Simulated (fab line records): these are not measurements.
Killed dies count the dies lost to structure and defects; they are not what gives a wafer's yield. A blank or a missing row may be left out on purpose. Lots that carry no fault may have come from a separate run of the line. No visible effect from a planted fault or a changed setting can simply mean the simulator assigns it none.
Which tool is to blame? :: flow berkeley-cmos170 :: 42 wafers from 14 lots sampled at 4 of the route's 331 steps

## WHAT THE GAUGES SHOWED, per wafer
UCB170_NWELL_TW_MEAS_16.
lot: L417
measured: day 2 18:12
on: film-metro-03
NWELL_TW: 1242 1246 1239

lot: L418
measured: day 2 18:14
on: film-metro-02
NWELL_TW: 1254 1252 1250

lot: L419
measured: day 3 00:20
on: film-metro-01
NWELL_TW: 1239 1243 1242

lot: L421
measured: day 3 05:37
on: film-metro-03
NWELL_TW: 1245 1240 1244

lot: L423
measured: day 3 09:55
on: film-metro-03
NWELL_TW: 1141 1146 1139 1140 1144 1144

lot: L425
measured: day 3 22:39
on: film-metro-03
NWELL_TW: 1133 1144 1145 1143 1137 1137

lot: L434
measured: day 5 18:30
on: film-metro-03
NWELL_TW: 1244 1245 1245

lot: L432
measured: day 5 19:02
on: film-metro-03
NWELL_TW: 1241 1241 1235

lot: L435
measured: day 6 06:24
on: film-metro-01
NWELL_TW: 1246 1238 1238

lot: L436
measured: day 6 09:49
on: film-metro-03
NWELL_TW: 1242 1250 1252

lot: L437
measured: day 6 10:06
on: film-metro-01
NWELL_TW: 1249 1233 1238

lot: L438
measured: day 6 16:34
on: film-metro-01
NWELL_TW: 1236 1247 1241

lot: L439
measured: day 6 17:57
on: film-metro-02
NWELL_TW: 1265 1263 1260

lot: L440
measured: day 6 23:56
on: film-metro-02
NWELL_TW: 1260 1266 1268

UCB170_M1_CD_MEAS_90 targets a cd of 700 nm.
lot: L417
measured: day 7 20:20
on: cd-sem-02
cd-nm (nm): 700.1 699.5 699.7

lot: L418
measured: day 7 19:55
on: cd-sem-02
cd-nm (nm): 702.0 699.9 700.1

lot: L419
measured: day 7 23:50
on: cd-sem-02
cd-nm (nm): 702.3 700.9 701.1

lot: L421
measured: day 8 05:40
on: cd-sem-02
cd-nm (nm): 702.3 699.1 699.9

lot: L423
measured: day 8 06:35
on: cd-sem-02
cd-nm (nm): 702.5 700.9 701.0

lot: L425
measured: day 8 18:10
on: cd-sem-01
cd-nm (nm): 697.2 699.4 697.4

lot: L434
measured: day 10 06:27
on: cd-sem-02
cd-nm (nm): 701.4 700.9 700.8

lot: L432
measured: day 10 07:37
on: cd-sem-01
cd-nm (nm): 702.2 700.4 702.3

lot: L435
measured: day 11 01:49
on: cd-sem-02
cd-nm (nm): 696.1 695.3 696.7

lot: L436
measured: day 11 08:44
on: cd-sem-02
cd-nm (nm): 704.9 702.2 703.5

lot: L437
measured: day 11 09:19
on: cd-sem-02
cd-nm (nm): 698.2 698.8 698.9

lot: L438
measured: day 11 09:01
on: cd-sem-01
cd-nm (nm): 699.5 700.6 700.5

lot: L439
measured: day 11 09:26
on: cd-sem-01
cd-nm (nm): 699.7 696.6 701.9

lot: L440
measured: day 11 16:28
on: cd-sem-01
cd-nm (nm): 705.1 700.3 701.7

## WHICH TOOL RAN EACH LOT (tool, then ch and the chambers of the sampled wafers, then the start)
lot: L417
UCB170_NWELL_IMPLANT_14: implanter-01 ch 0, day 2 17:58
UCB170_M1_ETCH_11: rie-diel-03 ch 0,1,2, day 7 19:55

lot: L418
UCB170_NWELL_IMPLANT_14: implanter-04 ch 0, day 2 17:59
UCB170_M1_ETCH_11: rie-diel-04 ch 0,1,3, day 7 19:38

lot: L419
UCB170_NWELL_IMPLANT_14: implanter-03 ch 0, day 3 00:05
UCB170_M1_ETCH_11: rie-diel-04 ch 0,1, day 7 23:34

lot: L421
UCB170_NWELL_IMPLANT_14: implanter-01 ch 0, day 3 05:22
UCB170_M1_ETCH_11: rie-diel-02 ch 1,2, day 8 05:22

lot: L423
UCB170_NWELL_IMPLANT_14: implanter-04 ch 0, day 3 09:40
UCB170_M1_ETCH_11: rie-diel-03 ch 0,1,2, day 8 06:17

lot: L425
UCB170_NWELL_IMPLANT_14: implanter-04 ch 0, day 3 22:25
UCB170_M1_ETCH_11: rie-diel-02 ch 0,1,2, day 8 17:52

lot: L434
UCB170_NWELL_IMPLANT_14: implanter-03 ch 0, day 5 18:16
UCB170_M1_ETCH_11: rie-diel-04 ch 2,3, day 10 06:10

lot: L432
UCB170_NWELL_IMPLANT_14: implanter-01 ch 0, day 5 18:47
UCB170_M1_ETCH_11: rie-diel-03 ch 0,1,3, day 10 07:20

lot: L435
UCB170_NWELL_IMPLANT_14: implanter-03 ch 0, day 6 06:11
UCB170_M1_ETCH_11: rie-diel-03 ch 0,1, day 11 01:29

lot: L436
UCB170_NWELL_IMPLANT_14: implanter-01 ch 0, day 6 09:34
UCB170_M1_ETCH_11: rie-diel-03 ch 0,1,3, day 11 08:27

lot: L437
UCB170_NWELL_IMPLANT_14: implanter-04 ch 0, day 6 09:53
UCB170_M1_ETCH_11: rie-diel-02 ch 0,2,3, day 11 09:00

lot: L438
UCB170_NWELL_IMPLANT_14: implanter-03 ch 0, day 6 16:20
UCB170_M1_ETCH_11: rie-diel-04 ch 2,3, day 11 08:44

lot: L439
UCB170_NWELL_IMPLANT_14: implanter-04 ch 0, day 6 17:44
UCB170_M1_ETCH_11: rie-diel-03 ch 1,2, day 11 09:07

lot: L440
UCB170_NWELL_IMPLANT_14: implanter-04 ch 0, day 6 23:41
UCB170_M1_ETCH_11: rie-diel-02 ch 0,1,3, day 11 16:11
- UCB170_NWELL_IMPLANT_14
- UCB170_M1_ETCH_11: etches BARC in N2/H2.

## WHAT THE TOOLS THEMSELVES READ (means of the sampled wafers that have a number; where no wafer has one, the mark that the record gives instead)
UCB170_NWELL_IMPLANT_14.
lot: L417
tool: implanter-01
beam-energy-keV: 150.00
beam-on-s (s): 9.81
faraday-current-uA: 32.3

lot: L418
tool: implanter-04
beam-energy-keV: 149.99
beam-on-s (s): 9.84
faraday-current-uA: 32.3

lot: L419
tool: implanter-03
beam-energy-keV: 150.00
beam-on-s (s): 10.05
faraday-current-uA: 31.7

lot: L421
tool: implanter-01
beam-energy-keV: 149.99
beam-on-s (s): 10.07
faraday-current-uA: 31.5

lot: L423
tool: implanter-04
beam-energy-keV: 150.05
beam-on-s (s): 7.86
faraday-current-uA: 40.3

lot: L425
tool: implanter-04
beam-energy-keV: 150.00
beam-on-s (s): 7.81
faraday-current-uA: 40.6

lot: L434
tool: implanter-03
beam-energy-keV: 149.98
beam-on-s (s): 9.86
faraday-current-uA: 32.2

lot: L432
tool: implanter-01
beam-energy-keV: 150.00
beam-on-s (s): 9.65
faraday-current-uA: 32.7

lot: L435
tool: implanter-03
beam-energy-keV: 150.05
beam-on-s (s): 10.08
faraday-current-uA: 31.5

lot: L436
tool: implanter-01
beam-energy-keV: 150.03
beam-on-s (s): 9.98
faraday-current-uA: 31.8

lot: L437
tool: implanter-04
beam-energy-keV: 149.94
beam-on-s (s): 9.99
faraday-current-uA: 31.9

lot: L438
tool: implanter-03
beam-energy-keV: 150.05
beam-on-s (s): 10.09
faraday-current-uA: 31.5

lot: L439
tool: implanter-04
beam-energy-keV: 149.99
beam-on-s (s): 10.03
faraday-current-uA: 31.6

lot: L440
tool: implanter-04
beam-energy-keV: 150.03
beam-on-s (s): 9.85
faraday-current-uA: 32.2

UCB170_M1_ETCH_11.
lot: L417
tool: rie-diel-03
drypump-motor-current-A (A): 6.0
oes-product-au (a.u.): 1.001
throttle-valve-pct (%): 13.17

lot: L418
tool: rie-diel-04
drypump-motor-current-A (A): 5.9
oes-product-au (a.u.): 0.998
throttle-valve-pct (%): 13.39

lot: L419
tool: rie-diel-04
drypump-motor-current-A (A): 5.8
oes-product-au (a.u.): 0.997
throttle-valve-pct (%): 13.45

lot: L421
tool: rie-diel-02
drypump-motor-current-A (A): 5.7
oes-product-au (a.u.): 0.982
throttle-valve-pct (%): 13.12

lot: L423
tool: rie-diel-03
drypump-motor-current-A (A): 6.0
oes-product-au (a.u.): 0.998
throttle-valve-pct (%): 13.19

lot: L425
tool: rie-diel-02
drypump-motor-current-A (A): 5.9
oes-product-au (a.u.): 0.985
throttle-valve-pct (%): 13.14

lot: L434
tool: rie-diel-04
drypump-motor-current-A (A): 5.7
oes-product-au (a.u.): 1.014
throttle-valve-pct (%): 13.29

lot: L432
tool: rie-diel-03
drypump-motor-current-A (A): 5.8
oes-product-au (a.u.): 1.006
throttle-valve-pct (%): 13.18

lot: L435
tool: rie-diel-03
drypump-motor-current-A (A): 5.5
oes-product-au (a.u.): 1.003
throttle-valve-pct (%): 13.30

lot: L436
tool: rie-diel-03
drypump-motor-current-A (A): 5.8
oes-product-au (a.u.): 1.003
throttle-valve-pct (%): 13.18

lot: L437
tool: rie-diel-02
drypump-motor-current-A (A): 5.9
oes-product-au (a.u.): 0.982
throttle-valve-pct (%): 13.29

lot: L438
tool: rie-diel-04
drypump-motor-current-A (A): 5.7
oes-product-au (a.u.): 1.011
throttle-valve-pct (%): 13.29

lot: L439
tool: rie-diel-03
drypump-motor-current-A (A): 5.5
oes-product-au (a.u.): 1.010
throttle-valve-pct (%): 13.39

lot: L440
tool: rie-diel-02
drypump-motor-current-A (A): 5.9
oes-product-au (a.u.): 0.987
throttle-valve-pct (%): 13.21

## THE ANSWER, worked out from the rows above alone
Rule: usual is defined by the lots themselves. Put in order of their means at a reading, lots are off if they are a third of the lots or fewer, leave a main group of 4 or more, and stand apart from it by a gap of 3 or more times the standard deviation of the main group's means; of several such gaps the widest counts. If all means in a main group match to the digits the tables above print for the reading, that group is not used. A lot without any number at a reading at which 4 lots or more have one is off too. All remaining lots with rows at the step are treated as sound. After the gauges, taken in route order, come the tools' own readings; for these a lot's mean is taken, as printed above. At the first step where some lot is off, the reading lying furthest off is the one used; lots without a number count as furthest.
Off: L423, L425, seen at UCB170_NWELL_TW_MEAS_16 (NWELL_TW). The main group has a mean of 1247 with a standard deviation of 8.4.
A tool fits if, at a process step before that reading, it ran every lot that is off, and no sound lot after the first of them. Not tried: the gauges at UCB170_NWELL_TW_MEAS_16; whatever is off there is also off at UCB170_NWELL_IMPLANT_14, on other tools, and gauge error can't account for it. Not one of the candidates tried fits.

## WHAT THE SIMULATOR HAD INSERTED
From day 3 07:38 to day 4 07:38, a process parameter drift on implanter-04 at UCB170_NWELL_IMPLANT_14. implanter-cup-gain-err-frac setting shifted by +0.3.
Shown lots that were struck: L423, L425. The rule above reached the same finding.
